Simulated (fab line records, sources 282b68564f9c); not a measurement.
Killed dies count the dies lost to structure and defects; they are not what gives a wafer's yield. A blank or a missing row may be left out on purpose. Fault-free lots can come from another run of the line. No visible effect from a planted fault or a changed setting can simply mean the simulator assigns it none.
A lot that was struck, set against a sound lot ; flow rit_cmos ; 44 steps out of a route of 202
Sound: these wafers, L881.1, L881.2, L881.6. Wafers struck: L886.1, L886.3, L886.4. At the end, the cause is stated.
Order at every step that has rows: each side's tool, ch and its chambers, its first start. Under that, the readings that differ: sound wafers ; struck wafers ; difference of the means ; sigmas: that difference in standard deviations of wafers without a fault.
alike: same words and numbers on both sides, and readings whose means sit less than 2 such deviations apart. not compared: any withheld reading, any reading some wafer has no value for, any bound like >300 that may hide the same value, and any number with overlapping values for which the record gives no deviation.
The two part at a step that has a row with sigmas, a row that says differs or no value, or rows on one side only. Numbers that don't overlap but have no deviation are shown without sigmas and don't part them. A reading that every wafer of one side lacks parts them only if that side has two wafers or more.

first, 3 steps without rows for these wafers: RIT_REOX_CLEAN_01 (cleans in dHF, time 30 s); RIT_REOX_CLEAN_02 (cleans in SC2, time 600 s); RIT_REOX_OXIDATION_03 (target thk 25.2 nm, ox time 5580 s).
RIT_REOX_THK_MEAS_04:
  sound on film_metro-04, day 4 11:55; struck on film_metro-03, day 5 10:39
reading;sound;struck;difference;sigmas
REOX_OXIDE_THK (nm);25.1 25.3 25.9;24.6 24.3 24.6;-0.9;-2
then, 6 steps without rows for these wafers: RIT_NLDD_HMDS_00 (prime time 60 s); RIT_NLDD_COAT_01 (resist thk 1000 nm); RIT_NLDD_SOFTBAKE_02 (time 60 s); RIT_NLDD_EXPOSE_03 (exposes mask M7, target cd 40700 nm); RIT_NLDD_PEB_04; RIT_NLDD_DEVELOP_05 (develop time 50 s).
RIT_NLDD_OVL_MEAS_06:
  sound on overlay-01, day 4 12:55; struck on overlay-01, day 5 11:34
  alike: NLDD_OVL
then, 1 step without rows for these wafers: RIT_NLDD_HARDBAKE_07 (time 60 s).
RIT_NLDD_IMPLANT_08:
  sound on implanter-01 ch 0, day 4 13:17; struck on implanter-04 ch 0, day 5 11:44
reading;sound;struck;difference;sigmas
tilt_deg (degrees);7.018 6.981 7.009;3.066 3.114 3.098;-3.910;-99 or more
  alike: dose_ions_cm2, faraday_current_uA
RIT_NLDD_STRIP_09: strips in O2, time 180 s.
  sound on plasma_asher-02 ch 0,1, day 4 13:26; struck on plasma_asher-03 ch 0,1, day 5 11:53
  alike: drypump_motor_current_A
  not compared: rf_hours_counter_h
RIT_NLDD_TW_MEAS_10:
  sound on film_metro-02, day 4 13:36; struck on film_metro-02, day 5 12:04
  alike: NLDD_TW
then, 6 steps without rows for these wafers: RIT_PLDD_HMDS_00 (prime time 60 s); RIT_PLDD_COAT_01 (resist thk 1000 nm); RIT_PLDD_SOFTBAKE_02 (time 60 s); RIT_PLDD_EXPOSE_03 (exposes mask M8, target cd 40900 nm); RIT_PLDD_PEB_04; RIT_PLDD_DEVELOP_05 (develop time 50 s).
RIT_PLDD_OVL_MEAS_06:
  sound on overlay-02, day 4 14:38; struck on overlay-01, day 5 12:59
  alike: PLDD_OVL
then, 2 steps without rows for these wafers: RIT_PLDD_HARDBAKE_07 (time 60 s); RIT_PLDD_IMPLANT_08.
RIT_PLDD_STRIP_09: strips in O2, time 180 s.
  sound on plasma_asher-02 ch 0,1, day 4 15:02; struck on plasma_asher-02 ch 0,1, day 5 13:19
  alike: drypump_motor_current_A
  not compared: rf_hours_counter_h
RIT_PLDD_TW_MEAS_10:
  sound on film_metro-02, day 4 15:13; struck on film_metro-03, day 5 13:29
  alike: PLDD_TW
then, 4 steps without rows for these wafers: RIT_SPACER_CLEAN_00 (cleans in SC1, time 600 s); RIT_SPACER_CLEAN_01 (cleans in dHF, time 30 s); RIT_SPACER_CLEAN_02 (cleans in SC2, time 600 s); RIT_SPACER_CVD_03 (deposits Si3N4 from SiH2Cl2/NH3, target thk 250 nm, time 3300 s).
RIT_SPACER_THK_MEAS_04:
  sound on film_metro-02, day 4 17:34; struck on film_metro-01, day 5 15:51
  alike: SPACER_NITRIDE_THK
RIT_SPACER_ETCHBACK_05: etches Si3N4 in SF6/CHF3, stops on SiO2, target depth 250 nm, time 240 s.
  sound on rie_diel-01 ch 1,2, day 4 17:37; struck on rie_diel-01 ch 1,2,3, day 5 15:55
  alike: drypump_motor_current_A, oes_product_au, throttle_valve_pct
  not compared: rf_hours_counter_h
then, 6 steps without rows for these wafers: RIT_NSD_HMDS_00 (prime time 60 s); RIT_NSD_COAT_01 (resist thk 1000 nm); RIT_NSD_SOFTBAKE_02 (time 60 s); RIT_NSD_EXPOSE_03 (exposes mask M9, target cd 40700 nm); RIT_NSD_PEB_04; RIT_NSD_DEVELOP_05 (develop time 50 s).
RIT_NSD_OVL_MEAS_06:
  sound on overlay-01, day 4 18:37; struck on overlay-02, day 5 17:05
  alike: NSD_OVL
then, 2 steps without rows for these wafers: RIT_NSD_HARDBAKE_07 (time 60 s); RIT_NSD_IMPLANT_08.
RIT_NSD_STRIP_09: strips in O2, time 180 s.
  sound on plasma_asher-02 ch 0,1, day 4 18:57; struck on plasma_asher-04 ch 0,1, day 5 17:25
  alike: drypump_motor_current_A
  not compared: rf_hours_counter_h
RIT_SDANNEAL_RS_MEAS_07: measurement is done with a four-point probe.
  sound on film_metro-03, day 4 21:37; struck on film_metro-03, day 5 19:52
reading;sound;struck;difference;sigmas
NLDD_RS (ohm/sq);151.9 151.8 151.5;- - -;no value on the struck wafers;
RIT_M1_PROBE_99:
  sound on prober-01, day 5 04:56; struck on prober-01, day 6 03:21
reading;sound;struck;difference;sigmas
model.etest.nmos_turned.drive_ua_um;319.6 311.1 299.9;469.4 468.1 471;+159.3;
model.etest.nmos_0p15.r_on_ohm_um;1096 1145 1152;1066 1072 1060;-65;
model.etest.nmos_0p15.drive_ua_um;476.9 460.3 456.4;499.3 502.4 503.2;+37.1;
model.etest.retro_edge_nmos.off_log10_a_um;-9.472 -9.902 -9.912;-9.165 -8.966 -9.174;+0.660;
model.etest.nmos_0p15.off_log10_a_um;-9.64 -9.933 -10.22;-9.283 -9.179 -9.447;+0.628;
model.etest.ring.quiet_log10_a (angstrom);-7.466 -7.726 -7.925;-7.225 -7.099 -7.339;+0.485;
model.etest.nmos_turned.isub_log10_a_um;-7.231 -7.151 -7.121;-6.929 -6.995 -6.995;+0.195;
  alike: killed_at_front_end, killed_dies, killed_open, killed_short
  not compared: model.etest.nmos_0p15.swing_mv_dec

WHERE THEY PART
Earliest at RIT_REOX_THK_MEAS_04; latest, in this record, at RIT_SDANNEAL_RS_MEAS_07. Later steps at which nothing parts them and some readings are alike: RIT_M1_PROBE_99.

WHY: what the simulator had put in
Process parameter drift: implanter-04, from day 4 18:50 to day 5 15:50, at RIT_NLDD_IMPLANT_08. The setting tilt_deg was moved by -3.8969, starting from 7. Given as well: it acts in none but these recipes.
